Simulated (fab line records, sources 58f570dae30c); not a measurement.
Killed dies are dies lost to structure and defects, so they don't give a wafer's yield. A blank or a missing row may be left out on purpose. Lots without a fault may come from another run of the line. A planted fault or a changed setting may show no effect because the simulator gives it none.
fab line records | flow berkeley_cmos170 | part 2 of 2: steps 33 to 44 of 44
record lots=5 wafers=15 last_day=13
route steps=331 shown GATE@136 PLDD@145 NLDD@158 SPACER@171 PSD@175
lots that met no fault: from a run of the same line without faults
start_h: hours from the record's first day to the start of the lot's first wafer shown | wait_h: hours since the lot's step before | " the same as in the row above | L1.1+2: a row that stands for several wafers | - no value, or no start given | * or withheld: withheld | < > ~ a bound
route shown NAME@n: a module of which the file shows steps, and the number in the route of the first | usual: mean/standard deviation of fault-free wafers | same: alike in all rows | chamber/n: place in a boat | sites: the reading at each site | _std_site: their standard deviation | _edge_site: outer sites' mean less inner sites' | radius_mm: how far each site lies from the wafer's centre | mask NAME#n: copy n | behind: the tool/chamber that last shaped the wafer | hold: why the lot was held/for how many hours/how that ended | device: the transistor (n, p or np) that didn't switch | end of line: the same wafers' tests at the end of the route | a step without rows: its recipe alone | killed: dies lost to structure and defects at the first sort, not the wafer's yield | map: a wafer's dies, x killed, . not, _ none there
set.NAME: the setting as run; set.NAME@STEP: as run at that earlier step | model.NAME: the simulator's own value behind a step, which no gauge read
lots at some steps of the route; a table a step, a row a wafer
services: from which hour (start_h, from the record's first day; less than 0 if before it) a tool's chamber was out of use, for how many hours, and why
## steps
# step UCB170_NLDD_STRIP_10
# recipe chemistry=O2 power_w=400 pressure_mtorr=3500 platen_temp_c=withheld o2_flow_sccm=400 overash_fraction=0.5
# usual chamber_pressure_mTorr=3500/3.4 drypump_motor_current_A=5.6/0.57 oes_product_au=0.734/0.0047 strip_time_to_endpoint_s=21.62/0.059
# same overash_fraction=0.5
# columns lot.wafer tool chamber start_h wait_h chamber_pressure_mTorr drypump_motor_current_A oes_product_au rf_hours_counter_h strip_time_to_endpoint_s
L076.1 plasma_asher-02 0 184.13 0.1 3505 4.8 0.731 34 21.57
L076.4 " 1 " " 3497 5.7 0.740 - 21.63
L076.6 " 1 " " 3502 5.7 0.739 - 21.65
L077.1 plasma_asher-02 1 196.29 0.1 3496 5.7 0.733 35 21.57
L077.2 " 0 " " 3500 4.8 0.742 35 21.56
L077.4 " 0 " " 3496 4.8 0.736 - 21.57
L085.1 plasma_asher-02 1 227.44 0.1 3501 5.7 0.733 39 21.70
L085.3 " 0 " " 3501 4.8 0.726 - 21.68
L085.4 " 1 " " 3503 5.7 0.732 - 21.76
L088.1 plasma_asher-02 1 241.43 0.1 3501 5.7 0.740 41 21.65
L088.2 " 0 " " 3498 4.8 0.727 41 21.66
L088.6 " 0 " " 3499 4.8 0.732 - 21.58
L095.3 plasma_asher-04 1 264.33 0.1 3505 5.3 0.736 - 21.69
L095.4 " 0 " " 3506 6.2 0.734 - 21.74
L095.6 " 1 " " 3499 5.3 0.738 - 21.70
# step UCB170_NLDD_TW_MEAS_11
# usual NLDD_TW=2233/19
# columns lot.wafer tool chamber start_h wait_h NLDD_TW
L076.1 film_metro-03 - 184.23 0.1 2214
L076.4 " - " " 2217
L076.6 " - " " 2204
L077.1 film_metro-01 - 196.39 0.1 2237
L077.2 " - " " 2228
L077.4 " - " " 2234
L085.1 film_metro-01 - 227.56 0.1 2221
L085.3 " - " " 2214
L085.4 " - " " 2219
L088.1 film_metro-04 - 241.53 0.1 2251
L088.2 " - " " 2240
L088.6 " - " " 2240
L095.3 film_metro-04 - 264.42 0.1 2247
L095.4 " - " " 2248
L095.6 " - " " 2244
# step UCB170_NLDD_CLEAN_12
# recipe chemistry=SPM temp_c=120 time_s=600
# columns lot.wafer tool chamber start_h wait_h
L076.1+4+6 wet_bench-01 0 184.29 0.1
L077.1+2+4 wet_bench-04 1 196.45 0.1
L085.1+3+4 wet_bench-01 0 227.65 0.1
L088.1+2+6 wet_bench-01 2 241.59 0.1
L095.3+4+6 wet_bench-01 3 264.46 0.0
# step UCB170_SPACER_CVD_00
# recipe material=SiO2 target_thk_nm=376 temp_c=390 precursor=TEOS/O2 time_s=47 rf_w=550 pressure_mtorr=9000
# usual heater_power_w=262/55
# columns lot.wafer tool chamber start_h wait_h heater_power_w
L076.1 pecvd-04 2 184.46 0.0 308
L076.4 " 1 " " 283
L076.6 " 2 " " 315
L077.1 pecvd-04 2 196.62 0.0 279
L077.2 " 1 " " 278
L077.4 " 0 " " 251
L085.1 pecvd-04 1 227.82 0.0 278
L085.3 " 2 " " 283
L085.4 " 1 " " 291
L088.1 pecvd-04 1 241.76 0.0 317
L088.2 " 2 " " 291
L088.6 " 2 " " 286
L095.3 pecvd-01 2 264.63 0.0 200
L095.4 " 1 " " 164
L095.6 " 0 " " 310
# step UCB170_SPACER_THK_MEAS_01
# recipe reads=SiO2_of_SPACER_CVD_00
# usual SPACER_TEOS_THK=378/4.3
# columns lot.wafer tool chamber start_h wait_h SPACER_TEOS_THK[nm]
L076.1 film_metro-03 - 184.51 0.0 378
L076.4 " - " " 378
L076.6 " - " " 383
L077.1 film_metro-01 - 196.67 0.0 372
L077.2 " - " " 376
L077.4 " - " " 383
L085.1 film_metro-03 - 227.87 0.0 372
L085.3 " - " " 371
L085.4 " - " " 377
L088.1 film_metro-02 - 241.81 0.0 374
L088.2 " - " " 377
L088.6 " - " " 381
L095.3 film_metro-02 - 264.70 0.0 379
L095.4 " - " " 385
L095.6 " - " " 385
# step UCB170_SPACER_ANNEAL_02
# recipe temp_c=900 time_s=1800 ambient=N2
# columns lot.wafer tool chamber start_h wait_h
L076.1+4+6 furnace-02 0 189.36 4.8
L077.1+2+4 furnace-01 0 201.73 5.1
L085.1+3+4 furnace-01 0 232.53 4.7
L088.1+2+6 furnace-02 0 244.69 2.9
L095.3+4+6 furnace-04 0 270.85 6.1
# step UCB170_SPACER_ETCHBACK_03
# recipe stop_on=Si target=SiO2 chemistry=CHF3/CF4/Ar CHF3_flow_sccm=50 cf4_flow_sccm=10 Ar_flow_sccm=120 pressure_mtorr=200 rf_w=500 target_depth_a=3760 time_s=100
# usual CHF3_flow_sccm=49.99/0.14 chamber_pressure_mTorr=199.99/0.15 drypump_motor_current_A=5.9/0.45 oes_product_au=0.908/0.016 throttle_valve_pct=6.47/0.1
# columns lot.wafer tool chamber start_h wait_h CHF3_flow_sccm chamber_pressure_mTorr drypump_motor_current_A oes_product_au rf_hours_counter_h throttle_valve_pct
L076.1 rie_diel-02 0 190.86 0.0 49.84 200.00 5.0 0.887 13 6.48
L076.4 " 1 " " 49.93 200.09 6.5 0.916 109 6.40
L076.6 " 2 " " 50.19 199.83 6.3 0.933 - 6.48
L077.1 rie_diel-03 2 203.23 0.0 50.03 200.20 6.2 0.891 118 6.35
L077.2 " 0 " " 49.96 199.93 5.6 0.896 147 6.27
L077.4 " 1 " " 49.88 200.00 5.9 0.910 6 6.62
L085.1 rie_diel-03 1 234.03 0.0 49.95 200.12 5.9 0.891 8 6.61
L085.3 " 2 " " 50.03 200.06 6.2 0.882 120 6.36
L085.4 " 3 " " 49.97 200.26 5.7 0.904 22 6.51
L088.1 rie_diel-02 1 246.19 0.0 50.21 199.94 6.5 0.916 112 6.40
L088.2 " 0 " " 49.95 199.84 5.0 0.888 16 6.47
L088.6 " 1 " " 50.09 199.65 6.6 0.927 - 6.40
L095.3 rie_diel-02 0 272.35 0.0 49.74 199.97 5.0 0.883 17 6.47
L095.4 " 2 " " 49.82 199.82 6.4 0.938 12 6.49
L095.6 " 3 " " 50.15 199.85 5.6 0.932 - 6.51
# step UCB170_PSD_HMDS_00
# recipe prime_time_s=60 prime_temp_c=100
# columns lot.wafer tool chamber start_h wait_h
L076.1+4+6 litho_track-01 0 190.93 0.0
L077.1+2+4 litho_track-03 0 203.50 0.2
L085.1+3+4 litho_track-03 0 234.71 0.6
L088.1+2+6 litho_track-03 0 246.70 0.5
L095.3+4+6 litho_track-01 0 272.47 0.1
# step UCB170_PSD_COAT_01
# recipe resist=KrF spin_rpm=1500 resist_thk_nm=900
# columns lot.wafer tool chamber start_h wait_h
L076.1+4+6 litho_track-01 0 191.08 0.1
L077.1+2+4 litho_track-03 0 203.65 0.1
L085.1+3+4 litho_track-03 0 234.86 0.1
L088.1+2+6 litho_track-03 0 246.85 0.1
L095.3+4+6 litho_track-01 0 272.62 0.1
# step UCB170_PSD_SOFTBAKE_02
# recipe resist=KrF temp_c=130 time_s=60
# columns lot.wafer tool chamber start_h wait_h
L076.1+4+6 litho_track-01 0 191.23 0.1
L077.1+2+4 litho_track-03 0 203.80 0.1
L085.1+3+4 litho_track-03 0 235.01 0.1
L088.1+2+6 litho_track-03 0 247.00 0.1
L095.3+4+6 litho_track-01 0 272.77 0.1
# step UCB170_PSD_EXPOSE_03
# recipe mask_id=PSELECT_MOD na=0.5 sigma_outer=0.6 source_shape=conventional target_cd_nm=1200 dose_mj=30
# same sigma_outer=0.6
# columns lot.wafer tool chamber start_h wait_h mask
L076.1+4+6 krf_scanner-01 0 191.75 0.5 PSELECT_MOD#0
L077.1+2+4 krf_scanner-01 0 204.09 0.3 PSELECT_MOD#0
L085.1+3+4 krf_scanner-02 0 235.16 0.1 PSELECT_MOD#0
L088.1+2+6 krf_scanner-02 0 247.15 0.1 PSELECT_MOD#0
L095.3+4+6 krf_scanner-01 0 272.91 0.1 PSELECT_MOD#0
# step UCB170_PSD_PEB_04
# recipe peb_temp_c=130 peb_time_s=withheld resist=KrF
# columns lot.wafer tool chamber start_h wait_h
L076.1+4+6 litho_track-01 0 192.11 0.3
L077.1+2+4 litho_track-03 0 204.50 0.4
L085.1+3+4 litho_track-03 0 235.71 0.5
L088.1+2+6 litho_track-02 0 247.65 0.5
L095.3+4+6 litho_track-02 0 273.61 0.7
## services
# columns tool chamber start_h hours kind
rie_si-01 - 162.35 0.2 repair
pecvd-04 1 175.12 4.1 repair
krf_scanner-02 - 175.58 3.6 pm
rie_si-01 - 181.65 14.6 pm
krf_scanner-01 - 182.13 5.7 repair
plasma_asher-04 - 186.58 0.7 repair
furnace-01 - 190.84 2.9 pm
krf_scanner-02 - 194.57 1.8 repair
plasma_asher-04 - 195.97 0.4 repair
krf_scanner-01 - 198.28 0.7 repair
krf_scanner-01 - 200.05 0.8 repair
krf_scanner-01 - 200.87 1.3 pm
implanter-01 - 205.34 2.0 repair
krf_scanner-02 - 211.88 3.2 repair
implanter-04 - 214.17 8.1 repair
plasma_asher-04 - 228.22 4.3 repair
krf_scanner-02 - 233.98 1.0 pm
krf_scanner-01 - 235.17 1.0 pm
rie_si-02 - 235.91 1.6 repair
krf_scanner-02 - 239.00 0.8 pm
plasma_asher-03 - 242.39 0.5 repair
pecvd-04 - 242.50 14.0 pm
rie_si-02 1 269.86 7.5 repair
rie_si-02 2 272.37 9.3 repair
